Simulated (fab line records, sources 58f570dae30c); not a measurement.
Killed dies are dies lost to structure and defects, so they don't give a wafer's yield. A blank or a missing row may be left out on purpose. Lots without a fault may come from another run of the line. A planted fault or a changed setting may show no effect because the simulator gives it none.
Which tool did it? | flow berkeley_cmos170 | 7 lots, 21 wafers sampled, at 2 steps of a route of 331

WHAT THE GAUGES READ, wafer by wafer
UCB170_GATE_CD_MEAS_90: target cd 350 nm.
lot  | measured     | on        | cd_nm (nm)
L825 | day 5 21:07  | cd_sem-01 | 348.2 349.1 348.6
L829 | day 6 20:48  | cd_sem-01 | 351.0 349.8 348.6
L831 | day 7 03:53  | cd_sem-01 | 348.8 348.1 349.2
L837 | day 9 03:19  | cd_sem-02 | - - -
L844 | day 9 23:06  | cd_sem-02 | 350.2 350.7 349.8
L846 | day 10 16:02 | cd_sem-02 | 348.5 348.2 347.7
L847 | day 10 17:02 | cd_sem-01 | 350.8 350.6 350.1

WHICH TOOL RAN EACH LOT (tool, then ch and the chambers of the sampled wafers, then the start)
lot  | UCB170_GATE_ETCH_15
L825 | rie_si-02 ch 0,2,3, day 5 20:55
L829 | rie_si-01 ch 1,3, day 6 20:39
L831 | rie_si-01 ch 0,2, day 7 03:45
L837 | rie_si-02 ch 1,2,3, day 9 03:08
L844 | rie_si-01 ch 2,3, day 9 22:39
L846 | rie_si-01 ch 2,3, day 10 15:49
L847 | rie_si-01 ch 1,2, day 10 16:44
- UCB170_GATE_ETCH_15: etches poly-Si in HBr/Cl2, stops on SiO2, time 56.3 s, target depth 278.2 nm.

THE ANSWER, worked out from the rows above alone
Rule: what is usual is taken from the lots themselves. Put in order of their means at a reading, lots are off if they are a third of the lots or fewer, leave a main group of 4 or more, and stand apart from it by a gap of 3 or more times the standard deviation of the main group's means; of several such gaps the widest counts. A main group whose means are all the same, to the digits that the tables above print for the reading, isn't used. A lot without any number at a reading at which 4 lots or more have one is off too. The other lots that the step has rows for count as sound.
Off: L837, at UCB170_GATE_CD_MEAS_90 (cd_nm). Without a number there: L837. The main group: mean 349.3 nm, standard deviation 0.89.
A tool fits if, at a process step before that reading, it ran every lot that is off, and no sound lot after the first of them. The gauges at UCB170_GATE_CD_MEAS_90 are tried like those tools. One fits: rie_si-02 at UCB170_GATE_ETCH_15. Its last sound lot is L825 (day 5 20:55), its first lot that is off L837 (day 9 03:08): a fault that began between those two fits.

WHAT THE SIMULATOR HAD PUT IN
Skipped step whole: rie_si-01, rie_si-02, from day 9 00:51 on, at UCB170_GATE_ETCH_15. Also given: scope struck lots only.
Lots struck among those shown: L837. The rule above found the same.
